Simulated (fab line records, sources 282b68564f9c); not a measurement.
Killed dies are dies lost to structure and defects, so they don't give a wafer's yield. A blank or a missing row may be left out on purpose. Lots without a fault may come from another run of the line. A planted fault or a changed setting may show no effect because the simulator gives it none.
fab line records | flow rit_cmos
record lots=7 wafers=21 last_day=7
route steps=202 shown NLDD@160 SILICIDE@161 CONTACT@168 M1@202
lots that met no fault: from a run of the same line without faults
start_h: hours from the record's first day to the start of the lot's first wafer shown | wait_h: hours since the lot's step before | " the same as in the row above | L1.1+2: a row that stands for several wafers | - no value, or no start given | * or withheld: withheld | < > ~ a bound
route shown NAME@n: a module of which the file shows steps, and the number in the route of the first | usual: mean/standard deviation of fault-free wafers | same: alike in all rows | chamber/n: place in a boat | sites: the reading at each site | _std_site: their standard deviation | _edge_site: outer sites' mean less inner sites' | radius_mm: how far each site lies from the wafer's centre | mask NAME#n: copy n | behind: the tool/chamber that last shaped the wafer | hold: why the lot was held/for how many hours/how that ended | device: the transistor (n, p or np) that didn't switch | end of line: the same wafers' tests at the end of the route | a step without rows: its recipe alone | killed: dies lost to structure and defects at the first sort, not the wafer's yield | map: a wafer's dies, x killed, . not, _ none there
set.NAME: the setting as run; set.NAME@STEP: as run at that earlier step | model.NAME: the simulator's own value behind a step, which no gauge read
lots at some steps of the route; a table a step, a row a wafer
services: from which hour (start_h, from the record's first day; less than 0 if before it) a tool's chamber was out of use, for how many hours, and why
## steps
# step RIT_SDANNEAL_RS_MEAS_07
# recipe thk_meas_gauge=four-point-probe
# usual NLDD_RS=151.6/0.5
# columns lot.wafer tool chamber start_h wait_h NLDD_RS[ohm/sq]
L926.2 film_metro-02 - 54.78 0.1 151.5
L926.3 " - " " 151.9
L926.4 " - " " 151.7
L935.2 film_metro-03 - 100.44 0.1 152.1
L935.3 " - " " 151.4
L935.5 " - " " 151.9
L940.2 film_metro-03 - 124.66 0.1 151.2
L940.3 " - " " 151.2
L940.6 " - " " 151.6
L941.1 film_metro-02 - 130.23 0.1 151.7
L941.3 " - " " 152.2
L941.6 " - " " 151.6
L942.1 film_metro-03 - 135.35 0.1 151.4
L942.2 " - " " 150.9
L942.4 " - " " 151.2
L943.1 film_metro-03 - 140.03 0.1 152.0
L943.4 " - " " 151.8
L943.5 " - " " 151.3
L946.2 film_metro-02 - 154.61 0.1 151.3
L946.4 " - " " 151.5
L946.6 " - " " 151.1
# step RIT_SILICIDE_WET_ETCH_00
# recipe chemistry=BOE target=SiO2 target_depth_nm=14 time_s=15 dry=n2_spin dilution=10:1 temp_c=21.5
# step RIT_SILICIDE_SPUTTER_01
# recipe material=Ti target_thk_nm=30 power_w=363.2 chamber_pressure_pa=0.667 gas=Ar time_s=240 substrate_temp_c=25
# usual throttle_valve_pct=29.6/1.1
# columns lot.wafer tool chamber start_h wait_h throttle_valve_pct
L926.2 pvd_sputter-03 - 54.90 0.0 28.5
L926.3 " - " " 30.0
L926.4 " - " " 30.0
L935.2 pvd_sputter-03 - 100.56 0.0 30.1
L935.3 " - " " 30.1
L935.5 " - " " 28.5
L940.2 pvd_sputter-03 - 124.77 0.0 30.3
L940.3 " - " " 28.4
L940.6 " - " " 30.2
L941.1 pvd_sputter-04 - 130.37 0.0 27.7
L941.3 " - " " 30.2
L941.6 " - " " 30.2
L942.1 pvd_sputter-01 - 135.48 0.0 28.1
L942.2 " - " " 29.5
L942.4 " - " " 30.9
L943.1 pvd_sputter-04 - 140.16 0.0 30.4
L943.4 " - " " 30.2
L943.5 " - " " 27.9
L946.2 pvd_sputter-01 - 154.72 0.0 29.1
L946.4 " - " " 29.8
L946.6 " - " " 29.5
# step RIT_SILICIDE_RS_MEAS_02
# recipe thk_meas_gauge=four-point-probe reads=Ti_of_SILICIDE_SPUTTER_01
# usual SILICIDE_TI_RS=45.9/0.78
# columns lot.wafer tool chamber start_h wait_h SILICIDE_TI_RS[ohm/sq]
L926.2 film_metro-04 - 55.07 0.1 45.3
L926.3 " - " " 44.4
L926.4 " - " " 45.4
L935.2 film_metro-04 - 100.73 0.1 45.5
L935.3 " - " " 45.0
L935.5 " - " " 45.3
L940.2 film_metro-01 - 124.94 0.1 45.4
L940.3 " - " " 45.3
L940.6 " - " " 45.2
L941.1 film_metro-04 - 130.52 0.1 45.3
L941.3 " - " " 47.1
L941.6 " - " " 45.5
L942.1 film_metro-01 - 135.63 0.1 45.0
L942.2 " - " " 46.6
L942.4 " - " " 45.5
L943.1 film_metro-04 - 140.31 0.1 46.6
L943.4 " - " " 45.3
L943.5 " - " " 45.1
L946.2 film_metro-04 - 154.89 0.1 46.1
L946.4 " - " " 46.9
L946.6 " - " " 46.7
# step RIT_SILICIDE_THK_MEAS_03
# recipe thk_meas_gauge=xrf reads=Ti_of_SILICIDE_SPUTTER_01
# usual SILICIDE_TI_THK=31.5/0.48
# columns lot.wafer tool chamber start_h wait_h SILICIDE_TI_THK[nm]
L926.2 film_metro-04 - 55.18 0.1 31.7
L926.3 " - " " 32.2
L926.4 " - " " 31.5
L935.2 film_metro-04 - 100.84 0.1 31.7
L935.3 " - " " 31.9
L935.5 " - " " 31.8
L940.2 film_metro-01 - 125.05 0.1 32.0
L940.3 " - " " 32.0
L940.6 " - " " 32.2
L941.1 film_metro-04 - 130.64 0.1 31.8
L941.3 " - " " 31.0
L941.6 " - " " 31.7
L942.1 film_metro-01 - 135.75 0.1 32.2
L942.2 " - " " 31.2
L942.4 " - " " 31.9
L943.1 film_metro-04 - 140.43 0.1 31.1
L943.4 " - " " 31.8
L943.5 " - " " 31.8
L946.2 film_metro-04 - 155.00 0.1 31.4
L946.4 " - " " 30.8
L946.6 " - " " 30.9
# step RIT_SILICIDE_RTA_04
# recipe temp_c=650 time_s=10 idle_temp_c=25 ramp_up_s=5 ramp_down_s=5 cool_to_c=25 ambient=N2
# usual wafer_temp_C_max=653.0/0.68
# columns lot.wafer tool chamber start_h wait_h wafer_temp_C_max
L926.2 rtp_anneal-02 0 55.24 0.1 653.1
L926.3 " 0 " " 652.3
L926.4 " 0 " " 651.9
L935.2 rtp_anneal-01 0 100.90 0.1 653.2
L935.3 " 0 " " 653.1
L935.5 " 0 " " 654.4
L940.2 rtp_anneal-02 0 125.11 0.1 652.1
L940.3 " 0 " " 652.4
L940.6 " 0 " " 652.5
L941.1 rtp_anneal-01 0 130.70 0.1 653.3
L941.3 " 0 " " 653.1
L941.6 " 0 " " 654.3
L942.1 rtp_anneal-02 0 135.81 0.1 652.9
L942.2 " 0 " " 652.5
L942.4 " 0 " " 653.1
L943.1 rtp_anneal-01 0 140.49 0.1 653.4
L943.4 " 0 " " 653.4
L943.5 " 0 " " 652.4
L946.2 rtp_anneal-02 0 155.07 0.1 652.4
L946.4 " 0 " " 653.0
L946.6 " 0 " " 652.8
# step RIT_SILICIDE_WET_ETCH_05
# recipe chemistry=SPM target=Ti temp_c=90 time_s=120 dry=n2_spin
# step RIT_SILICIDE_RTA_06
# recipe temp_c=750 time_s=10 idle_temp_c=25 ramp_up_s=5 ramp_down_s=10 cool_to_c=25 ambient=N2
# usual wafer_temp_C_max=753.5/0.87
# columns lot.wafer tool chamber start_h wait_h wafer_temp_C_max
L926.2 rtp_anneal-01 0 55.48 0.0 755.7
L926.3 " 0 " " 753.3
L926.4 " 0 " " 754.7
L935.2 rtp_anneal-02 0 101.06 0.0 752.1
L935.3 " 0 " " 751.0
L935.5 " 0 " " 753.3
L940.2 rtp_anneal-01 0 125.22 0.0 755.1
L940.3 " 0 " " 753.2
L940.6 " 0 " " 754.2
L941.1 rtp_anneal-02 0 130.81 0.0 753.3
L941.3 " 0 " " 754.0
L941.6 " 0 " " 753.1
L942.1 rtp_anneal-01 0 135.92 0.0 753.8
L942.2 " 0 " " 754.1
L942.4 " 0 " " 755.5
L943.1 rtp_anneal-02 0 140.60 0.0 752.8
L943.4 " 0 " " 753.9
L943.5 " 0 " " 752.9
L946.2 rtp_anneal-01 0 155.17 0.0 753.0
L946.4 " 0 " " 753.5
L946.6 " 0 " " 752.7
# step RIT_CONTACT_CVD_00
# recipe material=SiO2 target_thk_nm=400 precursor=TEOS temp_c=390 time_s=61 rf_w=400
# usual heater_power_w=309/41
# columns lot.wafer tool chamber start_h wait_h heater_power_w
L926.2 pecvd-04 2 55.53 0.0 312
L926.3 " 0 " " 334
L926.4 " 0 " " 244
L935.2 pecvd-04 0 101.11 0.0 309
L935.3 " 2 " " 276
L935.5 " 2 " " 278
L940.2 pecvd-02 2 125.28 0.0 355
L940.3 " 0 " " 294
L940.6 " 2 " " 267
L941.1 pecvd-04 0 130.87 0.1 289
L941.3 " 2 " " 313
L941.6 " 1 " " 348
L942.1 pecvd-03 2 135.98 0.1 303
L942.2 " 0 " " 299
L942.4 " 2 " " 314
L943.1 pecvd-02 2 140.67 0.1 281
L943.4 " 2 " " 293
L943.5 " 1 " " 349
L946.2 pecvd-02 1 155.23 0.0 407
L946.4 " 2 " " 323
L946.6 " 0 " " 300
# step RIT_CONTACT_THK_MEAS_01
# recipe reads=SiO2_of_CONTACT_CVD_00
# usual CONTACT_TEOS_THK=400/5.8
# columns lot.wafer tool chamber start_h wait_h CONTACT_TEOS_THK[nm]
L926.2 film_metro-02 - 55.59 0.0 396
L926.3 " - " " 400
L926.4 " - " " 405
L935.2 film_metro-03 - 101.20 0.1 400
L935.3 " - " " 399
L935.5 " - " " 399
L940.2 film_metro-03 - 125.34 0.0 393
L940.3 " - " " 392
L940.6 " - " " 402
L941.1 film_metro-04 - 130.92 0.0 398
L941.3 " - " " 401
L941.6 " - " " 401
L942.1 film_metro-04 - 136.03 0.0 400
L942.2 " - " " 396
L942.4 " - " " 402
L943.1 film_metro-02 - 140.74 0.1 393
L943.4 " - " " 399
L943.5 " - " " 405
L946.2 film_metro-03 - 155.29 0.0 402
L946.4 " - " " 407
L946.6 " - " " 404
# step RIT_CONTACT_HMDS_02
# recipe prime_time_s=60 prime_temp_c=140
# step RIT_CONTACT_COAT_03
# recipe resist=NOVOLAK spin_rpm=3250 resist_thk_nm=1000
# step RIT_CONTACT_SOFTBAKE_04
# recipe resist=NOVOLAK temp_c=90 time_s=60
# usual heater_power_total_W=34.56/0.048 run_length_s=89.38/0.17
# columns lot.wafer tool chamber start_h wait_h heater_power_total_W run_length_s
L926.2 litho_track-03 0 55.97 0.1 34.55 89.54
L926.3 " 0 " " 34.50 89.62
L926.4 " 0 " " 34.52 89.37
L935.2 litho_track-04 0 101.57 0.1 34.53 89.51
L935.3 " 0 " " 34.45 89.36
L935.5 " 0 " " 34.56 89.55
L940.2 litho_track-04 0 125.71 0.1 46.51 48.70
L940.3 " 0 " " 46.73 48.66
L940.6 " 0 " " 46.68 48.61
L941.1 litho_track-01 0 131.28 0.1 34.58 89.04
L941.3 " 0 " " 34.52 89.35
L941.6 " 0 " " 34.59 89.19
L942.1 litho_track-04 0 136.39 0.1 46.67 48.72
L942.2 " 0 " " 46.63 48.77
L942.4 " 0 " " 46.59 48.61
L943.1 litho_track-04 0 141.10 0.1 46.65 48.92
L943.4 " 0 " " 46.66 48.84
L943.5 " 0 " " 46.65 48.65
L946.2 litho_track-01 0 155.67 0.1 34.53 89.36
L946.4 " 0 " " 34.61 89.22
L946.6 " 0 " " 34.59 89.17
# step RIT_CONTACT_EXPOSE_05
# recipe mask_id=M11 na=0.6 source_shape=conventional sigma_outer=0.5 target_cd_nm=1000 dose_mj=250
# step RIT_CONTACT_PEB_06
# recipe resist=NOVOLAK temp_c=withheld time_s=withheld
# step RIT_CONTACT_DEVELOP_07
# recipe resist=NOVOLAK develop_time_s=120 dev_temp_c=23
# columns lot.wafer tool chamber start_h wait_h model.NOVOLAK_of_CONTACT_COAT_03.thk_nm
L926.2 litho_track-04 0 - - 1006
L926.3 " 0 " " 1001
L926.4 " 0 " " 1005
L935.2 litho_track-01 0 - - 997.7
L935.3 " 0 " " 994.3
L935.5 " 0 " " 998
L940.2 litho_track-01 0 - - 1032
L940.3 " 0 " " 1034
L940.6 " 0 " " 1030
L941.1 litho_track-01 0 - - 999.2
L941.3 " 0 " " 1000
L941.6 " 0 " " 996.3
L942.1 litho_track-04 0 - - 1024
L942.2 " 0 " " 1029
L942.4 " 0 " " 1030
L943.1 litho_track-03 0 - - 1034
L943.4 " 0 " " 1029
L943.5 " 0 " " 1028
L946.2 litho_track-03 0 - - 998.2
L946.4 " 0 " " 995.6
L946.6 " 0 " " 997.8
# step RIT_CONTACT_CD_MEAS_08
# recipe target_cd_nm=1000
# usual cd_nm=1000.8/2
# columns lot.wafer tool chamber start_h wait_h cd_nm
L926.2 cd_sem-02 - 56.85 - 996.6
L926.3 " - " " 998.5
L926.4 " - " " 997.4
L935.2 cd_sem-02 - 102.23 - 1001.7
L935.3 " - " " 999.6
L935.5 " - " " 998.0
L940.2 cd_sem-02 - 126.50 - 999.2
L940.3 " - " " 998.7
L940.6 " - " " 999.1
L941.1 cd_sem-02 - 132.13 - 998.5
L941.3 " - " " 998.1
L941.6 " - " " 997.2
L942.1 cd_sem-02 - 137.06 - 997.9
L942.2 " - " " 996.2
L942.4 " - " " 996.1
L943.1 cd_sem-01 - 141.77 - 999.1
L943.4 " - " " 999.4
L943.5 " - " " 1000.3
L946.2 cd_sem-01 - 156.41 - 1000.4
L946.4 " - " " 1001.6
L946.6 " - " " 999.8
# step RIT_M1_PROBE_99
# usual killed_at_contacts=0.0/0.22 killed_at_front_end=6.5/3 killed_dies=6.6/3 killed_open=3.4/2.2 killed_short=3.3/1.7
# same gross_dies=264 killed_at_M0_to_M3=0 killed_at_M4_up=0 killed_at_back_side=0 killed_at_other=0
# columns lot.wafer tool chamber start_h wait_h killed_at_contacts killed_at_front_end killed_dies killed_open killed_short
L926.2 prober-02 - 62.04 0.1 0 5 5 3 2
L926.3 prober-02 - 62.09 0.2 0 4 4 1 3
L926.4 prober-02 - 62.14 0.2 0 7 7 3 4
L935.3 prober-01 - 107.47 0.2 0 4 4 3 1
L940.2 prober-02 - 131.76 0.1 0 3 3 0 3
L940.3 prober-02 - 131.81 0.2 0 8 8 5 3
L940.6 prober-02 - 131.96 0.2 0 6 6 3 3
L942.1 prober-02 - 143.23 0.1 0 5 5 2 3
L942.2 prober-02 - 143.28 0.1 0 9 9 5 4
L942.4 prober-02 - 143.38 0.2 0 8 8 5 3
L943.1 prober-01 - 147.18 0.1 0 6 6 4 2
L943.4 prober-01 - 147.33 0.2 0 6 6 3 3
L943.5 prober-01 - 147.38 0.2 0 6 6 3 3
L946.2 prober-02 - 162.90 0.1 0 9 9 4 5
L946.4 prober-02 - 163.00 0.2 0 9 9 5 4
L946.6 prober-02 - 163.10 0.2 1 4 5 2 3
# killed by level:class
L926.2 GATE:geometric_particle:open=2 FOX2:geometric_particle:short=1 GATE:geometric_particle:short=1 REOX:geometric_particle:open=1
L926.3 FOX1:geometric_particle:short=1 GATE:geometric_particle:short=1 SPACER:geometric_particle:short=1 SPACER:geometric_particle:open=1
L926.4 FOX1:geometric_particle:open=3 FOX1:geometric_particle:short=2 REOX:geometric_particle:short=1 SPACER:geometric_particle:short=1
L935.3 GATE:geometric_particle:open=1 REOX:geometric_particle:open=1 SPACER:geometric_particle:open=1 SILICIDE:geometric_particle:short=1
L940.2 FOX1:geometric_particle:short=1 GATE:geometric_particle:short=1 SPACER:geometric_particle:short=1
L940.3 FOX1:geometric_particle:open=2 GATE:geometric_particle:open=2 GATE:geometric_particle:short=2 FOX2:geometric_particle:short=1 SILICIDE:geometric_particle:open=1
L940.6 GATE:geometric_particle:open=2 REOX:geometric_particle:short=2 REOX:geometric_particle:open=1 SPACER:geometric_particle:short=1
L942.1 GATE:geometric_particle:short=3 SPACER:geometric_particle:open=1 SILICIDE:geometric_particle:open=1
L942.2 GATE:geometric_particle:short=2 SPACER:geometric_particle:open=2 SILICIDE:geometric_particle:short=2 GATE:geometric_particle:open=1 REOX:geometric_particle:open=1 SILICIDE:geometric_particle:open=1
L942.4 REOX:geometric_particle:open=3 GATE:geometric_particle:open=2 REOX:geometric_particle:short=2 GATE:geometric_particle:short=1
L943.1 FOX1:geometric_particle:open=1 GATE:geometric_particle:open=1 REOX:geometric_particle:open=1 SPACER:geometric_particle:open=1 SPACER:geometric_particle:short=1 SILICIDE:geometric_particle:short=1
L943.4 GATE:geometric_particle:short=2 REOX:geometric_particle:open=2 SPACER:geometric_particle:short=1 SILICIDE:geometric_particle:open=1
L943.5 GATE:geometric_particle:short=2 FOX1:geometric_particle:open=1 FOX1:geometric_particle:short=1 GATE:geometric_particle:open=1 SPACER:geometric_particle:open=1
L946.2 FOX1:geometric_particle:short=2 GATE:geometric_particle:short=2 FOX1:geometric_particle:open=1 GATE:geometric_particle:open=1 REOX:geometric_particle:open=1 SPACER:geometric_particle:short=1 SPACER:geometric_particle:open=1
L946.4 GATE:geometric_particle:short=4 FOX1:geometric_particle:open=2 FOX2:geometric_particle:open=2 REOX:geometric_particle:open=1
L946.6 FOX2:geometric_particle:open=1 SPACER:geometric_particle:short=1 SILICIDE:geometric_particle:open=1 SILICIDE:geometric_particle:short=1 CONTACT:geometric_particle:short=1
## services
# columns tool chamber start_h hours kind
pecvd-04 1 73.71 29.5 repair
pecvd-02 - 75.31 2.8 pm
pvd_sputter-04 - 94.76 9.3 repair
pvd_sputter-04 - 120.48 9.6 repair
pvd_sputter-04 - 132.06 3.4 repair
pecvd-02 0 133.48 7.9 repair
pecvd-03 - 140.22 6.0 pm
rtp_anneal-02 - 145.45 1.2 pm
## key
first_sign step=RIT_CONTACT_SOFTBAKE_04 reading=heater_power_total_W direction=up sigmas=99+ usual=34.56 struck=46.64
effect step=RIT_CONTACT_SOFTBAKE_04 reading=run_length_s direction=down sigmas=99+ usual=* struck=*
effect step=RIT_CONTACT_CD_MEAS_08 reading=cd_nm direction=down sigmas=1.2 usual=1000.8 struck=998.4 through=control_loop
model_effect step=RIT_CONTACT_DEVELOP_07 value=NOVOLAK_of_CONTACT_COAT_03.thk_nm without=999 struck=1030
met_at RIT_CONTACT_SOFTBAKE_04
struck_wafers L940.2,L940.3,L940.6,L942.1,L942.2,L942.4,L943.1,L943.4,L943.5
tester_left_out L940,L942,L943
loop_trim step=RIT_CONTACT_EXPOSE_05 setting=dose lots=L943
onset_between 101.57 125.71
fault kind=process_parameter_drift tool=litho_track-04 chamber=- onset_h=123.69 steps=RIT_CONTACT_SOFTBAKE_04 channel=time_s offset=* shape=step end_h=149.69 acts_in=* stated=*
# tester_left_out: of these lots the tester's yield and bins aren't shown, on N5 and GAA mostly nor the transistor test; their killed dies are dies lost to structure and defects alone, not to doping, threshold or leakage, so they don't give the yield
# loop_trim: a control loop set the setting to another value than it would have without faults
